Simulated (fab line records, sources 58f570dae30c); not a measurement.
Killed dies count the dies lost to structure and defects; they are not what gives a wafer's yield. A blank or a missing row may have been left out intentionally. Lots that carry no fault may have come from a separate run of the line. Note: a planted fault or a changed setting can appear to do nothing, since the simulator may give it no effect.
Which tool was responsible?	flow berkeley cmos170	18 wafers from 6 lots sampled at 2 of the route's 331 steps

## WHAT EACH GAUGE READ, for each wafer
UCB170_M3_RS_MEAS_02: the measuring method here is four-point-probe.
lot	measured	on	M3_AL_RS (ohm/sq)
L730	day 9 10:07	film metro-03	0.0314 0.0316 0.0323
L728	day 9 12:23	film metro-01	0.0319 0.0321 0.0324
L734	day 10 18:47	film metro-02	0.0319 0.0320 0.0322
L738	day 11 03:13	film metro-02	0.0325 0.0322 0.0324
L744	day 13 05:52	film metro-03	0.0323 0.0322 0.0325
L745	day 13 11:12	film metro-03	0.0322 0.0319 0.0320

## WHAT TOOL EACH LOT RAN ON (gives the tool, then ch and the chambers of the sampled wafers, and finally the start)
lot	UCB170_M3_SPUTTER_01
L730	pvd sputter-04, day 9 10:01
L728	pvd sputter-04, day 9 12:15
L734	pvd sputter-02, day 10 18:40
L738	pvd sputter-01, day 11 03:08
L744	pvd sputter-02, day 13 05:47
L745	pvd sputter-02, day 13 11:07
- UCB170_M3_SPUTTER_01: material Al, target thk 900 nm, time 120 s.

## THE ANSWER, worked out from the rows above alone
Rule: the usual values come from the lots themselves. The widest of any qualifying gaps counts: lots, ordered by their means at a reading, are off when they make up no more than a third of the lots, leave a main group of 4 or more, and stand apart from it by 3 or more times the standard deviation of that group's means. A main group whose means are all the same, to the digits that the tables above print for the reading, isn't used. A lot without any number at a reading at which 4 lots or more have one is off too. All remaining lots with rows at the step are treated as sound.
No lot is off on any of the readings shown, so nothing can be concluded from this.

## WHAT THE SIMULATOR HAD INSERTED
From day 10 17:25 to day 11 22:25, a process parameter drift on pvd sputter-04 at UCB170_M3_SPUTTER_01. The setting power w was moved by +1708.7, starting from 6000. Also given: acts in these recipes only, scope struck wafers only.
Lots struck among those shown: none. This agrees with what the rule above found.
